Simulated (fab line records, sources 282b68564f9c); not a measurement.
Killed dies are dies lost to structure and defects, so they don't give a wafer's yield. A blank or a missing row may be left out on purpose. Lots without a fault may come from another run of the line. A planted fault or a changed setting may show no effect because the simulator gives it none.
Which tool did it? | flow rit_cmos | 14 lots, 42 wafers sampled, at 2 steps of a route of 202

WHAT THE GAUGES READ, wafer by wafer
RIT_GATE_THK_MEAS_09. Usual: GATE_POLY_THK 250.5 nm, standard deviation 2.7.
lot  | measured    | on            | GATE_POLY_THK (nm) | flag
L152 | day 2 17:32 | film_metro-04 | 249.0 249.9 249.2  |
L154 | day 2 22:08 | film_metro-01 | 251.5 249.6 251.9  |
L155 | day 3 03:32 | film_metro-04 | 248.9 250.8 249.9  |
L156 | day 3 08:43 | film_metro-04 | 254.2 255.6 255.3  |
L157 | day 3 14:57 | film_metro-04 | 250.1 253.2 252.8  |
L158 | day 3 18:14 | film_metro-02 | 249.1 246.6 250.0  |
L159 | day 3 22:04 | film_metro-02 | 245.4 245.0 244.9  |
L160 | day 4 03:33 | film_metro-02 | 249.4 247.7 250.9  |
L162 | day 4 14:35 | film_metro-02 | 254.4 253.1 252.4  |
L163 | day 4 18:13 | film_metro-02 | 256.5 256.7 256.5  |
L164 | day 4 22:52 | film_metro-04 | 247.4 248.8 247.3  |
L165 | day 5 04:07 | film_metro-02 | 383.5 382.5 384.3  | OFF
L166 | day 5 11:00 | film_metro-04 | 386.0 384.2 385.0  | OFF
L167 | day 5 15:34 | film_metro-04 | 251.1 249.0 248.6  |

WHICH TOOL RAN EACH LOT (tool, then ch and the chambers of the sampled wafers, then the start)
lot  | RIT_GATE_CVD_08
L152 | lpcvd-02 ch 1, day 2 15:55
L154 | lpcvd-02 ch 0, day 2 20:31
L155 | lpcvd-01 ch 0, day 3 01:55
L156 | lpcvd-01 ch 1, day 3 07:05
L157 | lpcvd-02 ch 1, day 3 12:31
L158 | lpcvd-02 ch 1, day 3 16:37
L159 | lpcvd-01 ch 1, day 3 20:26
L160 | lpcvd-02 ch 1, day 4 01:56
L162 | lpcvd-01 ch 0, day 4 12:58
L163 | lpcvd-01 ch 0, day 4 16:35
L164 | lpcvd-02 ch 1, day 4 21:14
L165 | lpcvd-01 ch 1, day 5 02:26
L166 | lpcvd-01 ch 0, day 5 09:23
L167 | lpcvd-02 ch 1, day 5 13:56
- RIT_GATE_CVD_08: deposits poly-Si from SiH4, target thk 250 nm, time 2220 s.

WHAT THE TOOLS THEMSELVES READ (means of the sampled wafers that have a number; where no wafer has one, the mark that the record gives instead)
RIT_GATE_CVD_08. Usual: susceptor_temp_C 610.04 C, standard deviation 0.28.
lot  | tool     | susceptor_temp_C (C) | flag
L152 | lpcvd-02 | 610.00               |
L154 | lpcvd-02 | 610.44               |
L155 | lpcvd-01 | 610.06               |
L156 | lpcvd-01 | 610.12               |
L157 | lpcvd-02 | 609.80               |
L158 | lpcvd-02 | 609.50               |
L159 | lpcvd-01 | 610.12               |
L160 | lpcvd-02 | 609.96               |
L162 | lpcvd-01 | 609.92               |
L163 | lpcvd-01 | 609.82               |
L164 | lpcvd-02 | 610.12               |
L165 | lpcvd-01 | 610.06               |
L166 | lpcvd-01 | 610.07               |
L167 | lpcvd-02 | 609.84               |

THE ANSWER, worked out from the rows above alone
Rule: a lot is off if the mean of its wafers that have a number lies more than 3 standard deviations from the usual mean. A lot without any number at a reading at which 4 lots or more have one is off too. The other lots that the step has rows for count as sound. The gauges are gone through in route order, then the tools' own readings, and for those a lot's mean is taken as printed above. The first step at which some lot is off is used, and at that step the reading that is off furthest; a lot without a number counts as furthest.
Off: L165, L166, at RIT_GATE_THK_MEAS_09 (GATE_POLY_THK).
A tool fits if, at a process step before that reading, it ran every lot that is off, and no sound lot after the first of them. The gauges at RIT_GATE_THK_MEAS_09 are tried like those tools. One fits: lpcvd-01 at RIT_GATE_CVD_08. Its last sound lot is L163 (day 4 16:35), its first lot that is off L165 (day 5 02:26): a fault that began between those two fits.

WHAT THE SIMULATOR HAD PUT IN
Process parameter drift: lpcvd-01, from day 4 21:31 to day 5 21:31, at RIT_GATE_CVD_08. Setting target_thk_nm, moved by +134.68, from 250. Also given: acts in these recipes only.
Lots struck among those shown: L165, L166. The rule above found the same.
